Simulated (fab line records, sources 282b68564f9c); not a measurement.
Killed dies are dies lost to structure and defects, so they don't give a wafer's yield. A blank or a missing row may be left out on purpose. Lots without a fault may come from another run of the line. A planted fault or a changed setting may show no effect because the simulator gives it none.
fab line records | flow rit_cmos
record lots=5 wafers=15 last_day=7
route steps=202 shown REOX@100 NLDD@103 PLDD@114 SPACER@125
lots that met no fault: from a run of the same line without faults
start_h: hours from the record's first day to the start of the lot's first wafer shown | wait_h: hours since the lot's step before | " the same as in the row above | L1.1+2: a row that stands for several wafers | - no value, or no start given | * or withheld: withheld | < > ~ a bound
route shown NAME@n: a module of which the file shows steps, and the number in the route of the first | usual: mean/standard deviation of fault-free wafers | same: alike in all rows | chamber/n: place in a boat | sites: the reading at each site | _std_site: their standard deviation | _edge_site: outer sites' mean less inner sites' | radius_mm: how far each site lies from the wafer's centre | mask NAME#n: copy n | behind: the tool/chamber that last shaped the wafer | hold: why the lot was held/for how many hours/how that ended | device: the transistor (n, p or np) that didn't switch | end of line: the same wafers' tests at the end of the route | a step without rows: its recipe alone | killed: dies lost to structure and defects at the first sort, not the wafer's yield | map: a wafer's dies, x killed, . not, _ none there
set.NAME: the setting as run; set.NAME@STEP: as run at that earlier step | model.NAME: the simulator's own value behind a step, which no gauge read
lots at some steps of the route; a table a step, a row a wafer
services: from which hour (start_h, from the record's first day; less than 0 if before it) a tool's chamber was out of use, for how many hours, and why
## steps
# step RIT_REOX_CLEAN_02
# recipe chemistry=SC2 mix=3:3:50 time_s=600 temp_c=75 dry=n2_spin
# step RIT_REOX_OXIDATION_03
# recipe temp_c=900 ambient=O2 target_thk_a=252 ox_time_s=5580
# step RIT_REOX_THK_MEAS_04
# recipe reads=SiO2_of_REOX_OXIDATION_03
# usual REOX_OXIDE_THK=25.2/0.37
# columns lot.wafer tool chamber start_h wait_h REOX_OXIDE_THK[nm]
L431.3 film_metro-01 - 53.11 0.0 24.9
L431.5 " - " " 25.1
L431.6 " - " " 25.3
L437.1 film_metro-02 - 80.63 0.0 24.6
L437.3 " - " " 24.4
L437.4 " - " " 24.8
L442.1 film_metro-02 - 102.15 0.0 25.1
L442.3 " - " " 25.1
L442.6 " - " " 25.1
L445.3 film_metro-04 - 119.08 0.0 25.5
L445.4 " - " " 25.3
L445.5 " - " " 25.1
L452.1 film_metro-01 - 152.09 0.0 25.4
L452.3 " - " " 25.3
L452.6 " - " " 25.5
# step RIT_NLDD_HMDS_00
# recipe prime_time_s=60 prime_temp_c=140
# step RIT_NLDD_COAT_01
# recipe resist=NOVOLAK spin_rpm=3250 resist_thk_nm=1000
# step RIT_NLDD_SOFTBAKE_02
# recipe resist=NOVOLAK temp_c=90 time_s=60
# step RIT_NLDD_EXPOSE_03
# recipe mask_id=M7 na=0.57 target_cd_nm=40700 dose_mj=250
# step RIT_NLDD_PEB_04
# recipe resist=NOVOLAK temp_c=withheld time_s=withheld
# step RIT_NLDD_DEVELOP_05
# recipe resist=NOVOLAK develop_time_s=50 dev_temp_c=23
# step RIT_NLDD_OVL_MEAS_06
# usual NLDD_OVL=-0.7/1.5
# columns lot.wafer tool chamber start_h wait_h NLDD_OVL[nm]
L431.3 overlay-02 - 54.06 - -2.7
L431.5 " - " " -0.9
L431.6 " - " " -2.0
L437.1 overlay-02 - 81.72 - -0.8
L437.3 " - " " -0.5
L437.4 " - " " 0.1
L442.1 overlay-01 - 103.23 - -1.6
L442.3 " - " " -1.1
L442.6 " - " " -1.7
L445.3 overlay-01 - 119.99 - -2.0
L445.4 " - " " -1.6
L445.5 " - " " -1.2
L452.1 overlay-01 - 153.00 - 1.4
L452.3 " - " " -1.8
L452.6 " - " " -0.9
# step RIT_NLDD_HARDBAKE_07
# recipe resist=NOVOLAK temp_c=140 time_s=60
# step RIT_NLDD_IMPLANT_08
# recipe species=P energy_kev=20 dose_cm2=5e+14 tilt_deg=7
# step RIT_NLDD_STRIP_09
# recipe chemistry=O2 time_s=180 resist=NOVOLAK platen_temp_c=withheld power_w=500 pressure_mtorr=4000 o2_flow_sccm=4000
# usual drypump_motor_current_A=5.5/0.4 run_length_s=208.8/0.39
# same time_s=180
# columns lot.wafer tool chamber start_h wait_h drypump_motor_current_A rf_hours_counter_h run_length_s model.NOVOLAK_of_NLDD_COAT_01.thk_nm
L431.3 plasma_asher-03 1 54.44 0.1 6.1 - 209.0 0
L431.5 " 1 " " 6.1 - 208.9 0
L431.6 " 0 " " 5.2 - 209.0 0
L437.1 plasma_asher-04 0 82.10 0.1 5.3 43 208.8 0
L437.3 " 1 " " 6.1 - 208.6 0
L437.4 " 0 " " 5.3 - 208.5 0
L442.1 plasma_asher-03 1 103.57 0.1 6.1 48 72.4 154.3
L442.3 " 0 " " 5.3 - 72.3 154.1
L442.6 " 1 " " 6.0 - 72.3 154.4
L445.3 plasma_asher-02 1 120.37 0.1 5.1 - 208.9 0
L445.4 " 0 " " 5.2 - 208.9 0
L445.5 " 1 " " 5.1 - 208.9 0
L452.1 plasma_asher-03 0 153.34 0.1 5.3 3 208.9 0
L452.3 " 0 " " 5.3 - 208.9 0
L452.6 " 0 " " 5.2 - 209.0 0
# step RIT_NLDD_TW_MEAS_10
# usual NLDD_TW=2490/9.7
# columns lot.wafer tool chamber start_h wait_h NLDD_TW
L431.3 film_metro-03 - 54.58 0.1 2474
L431.5 " - " " 2478
L431.6 " - " " 2477
L437.1 film_metro-01 - 82.28 0.1 2495
L437.3 " - " " 2481
L437.4 " - " " 2484
L442.1 film_metro-03 - 103.74 0.1 2467
L442.3 " - " " 2472
L442.6 " - " " 2492
L445.3 film_metro-01 - 120.51 0.1 2490
L445.4 " - " " 2510
L445.5 " - " " 2499
L452.1 film_metro-02 - 153.51 0.1 2510
L452.3 " - " " 2503
L452.6 " - " " 2511
# step RIT_PLDD_HMDS_00
# recipe prime_time_s=60 prime_temp_c=140
# step RIT_PLDD_COAT_01
# recipe resist=NOVOLAK spin_rpm=3250 resist_thk_nm=1000
# step RIT_PLDD_SOFTBAKE_02
# recipe resist=NOVOLAK temp_c=90 time_s=60
# step RIT_PLDD_EXPOSE_03
# recipe mask_id=M8 na=0.57 target_cd_nm=40900 dose_mj=250
# step RIT_PLDD_PEB_04
# recipe resist=NOVOLAK temp_c=withheld time_s=withheld
# step RIT_PLDD_DEVELOP_05
# recipe resist=NOVOLAK develop_time_s=50 dev_temp_c=23
# step RIT_PLDD_OVL_MEAS_06
# usual PLDD_OVL=0.5/1.4
# columns lot.wafer tool chamber start_h wait_h PLDD_OVL[nm]
L431.3 overlay-01 - 55.48 - 2.5
L431.5 " - " " 3.3
L431.6 " - " " 2.2
L437.1 overlay-01 - 83.19 - 0.5
L437.3 " - " " -0.6
L437.4 " - " " 1.9
L442.1 overlay-02 - 104.65 - -1.1
L442.3 " - " " -1.4
L442.6 " - " " -1.6
L445.3 overlay-02 - 121.53 - -0.3
L445.4 " - " " 1.9
L445.5 " - " " -0.3
L452.1 overlay-01 - 154.43 - 1.1
L452.3 " - " " 0.4
L452.6 " - " " -0.2
# step RIT_PLDD_HARDBAKE_07
# recipe resist=NOVOLAK temp_c=140 time_s=60
# step RIT_PLDD_IMPLANT_08
# recipe species=BF2 energy_kev=20 dose_cm2=9e+14 tilt_deg=7
# step RIT_PLDD_STRIP_09
# recipe chemistry=O2 time_s=180 resist=NOVOLAK platen_temp_c=withheld power_w=500 pressure_mtorr=4000 o2_flow_sccm=4000
# usual drypump_motor_current_A=5.3/0.42 run_length_s=208.8/0.37
# same time_s=180
# columns lot.wafer tool chamber start_h wait_h drypump_motor_current_A rf_hours_counter_h run_length_s
L431.3 plasma_asher-02 1 55.86 0.1 5.1 - 209.1
L431.5 " 1 " " 5.1 - 208.9
L431.6 " 0 " " 5.3 - 208.7
L437.1 plasma_asher-02 1 83.53 0.1 5.1 30 209.0
L437.3 " 1 " " 5.2 - 208.9
L437.4 " 0 " " 5.3 - 208.9
L442.1 plasma_asher-02 1 104.99 0.1 5.1 33 209.0
L442.3 " 1 " " 5.1 - 209.1
L442.6 " 0 " " 5.2 - 208.6
L445.3 plasma_asher-01 1 121.91 0.1 4.7 - 208.7
L445.4 " 0 " " 5.8 - 208.2
L445.5 " 0 " " 5.8 - 208.1
L452.1 plasma_asher-03 1 154.77 0.1 6.1 3 209.1
L452.3 " 0 " " 5.3 - 209.0
L452.6 " 1 " " 6.1 - 208.9
# step RIT_PLDD_TW_MEAS_10
# usual PLDD_TW=2346/8.6
# columns lot.wafer tool chamber start_h wait_h PLDD_TW
L431.3 film_metro-01 - 56.00 0.1 2360
L431.5 " - " " 2359
L431.6 " - " " 2360
L437.1 film_metro-02 - 83.71 0.1 2332
L437.3 " - " " 2341
L437.4 " - " " 2356
L442.1 film_metro-01 - 105.17 0.1 30
L442.3 " - " " 30
L442.6 " - " " 30
L445.3 film_metro-03 - 122.05 0.1 2337
L445.4 " - " " 2341
L445.5 " - " " 2350
L452.1 film_metro-01 - 154.95 0.1 2352
L452.3 " - " " 2349
L452.6 " - " " 2343
# step RIT_SPACER_CLEAN_00
# recipe chemistry=SC1 mix=3:3:50 time_s=600 temp_c=75
## services
# columns tool chamber start_h hours kind
plasma_asher-03 - 86.96 2.8 repair
plasma_asher-03 - 108.75 9.0 pm
plasma_asher-03 0 108.75 9.0 vent_cycle
plasma_asher-03 1 108.75 9.0 vent_cycle
plasma_asher-03 0 117.75 - clean
plasma_asher-03 1 117.75 - clean
plasma_asher-04 - 136.28 2.8 pm
plasma_asher-02 - 153.39 1.0 repair
## key
first_sign step=RIT_NLDD_STRIP_09 reading=run_length_s direction=down sigmas=99+ usual=* struck=*
effect step=RIT_PLDD_TW_MEAS_10 reading=PLDD_TW direction=down sigmas=99+ usual=2346 struck=30
model_effect step=RIT_NLDD_STRIP_09 value=NOVOLAK_of_NLDD_COAT_01.thk_nm without=0 struck=154.3
met_at RIT_NLDD_STRIP_09
struck_wafers L442.1,L442.3,L442.6
sort_left_out L442.1,L442.3,L442.6
tester_left_out L442
onset_between 54.44 103.57
fault kind=strip_aborted tool=plasma_asher-03 chamber=- onset_h=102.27 steps=RIT_NLDD_STRIP_09 offset=0.6 end_h=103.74
# tester_left_out: of these lots the tester's yield and bins aren't shown, on N5 and GAA mostly nor the transistor test; their killed dies are dies lost to structure and defects alone, not to doping, threshold or leakage, so they don't give the yield
# sort_left_out: the simulated sort isn't trusted on such a fault, so these wafers' sort isn't shown, and their yield isn't known
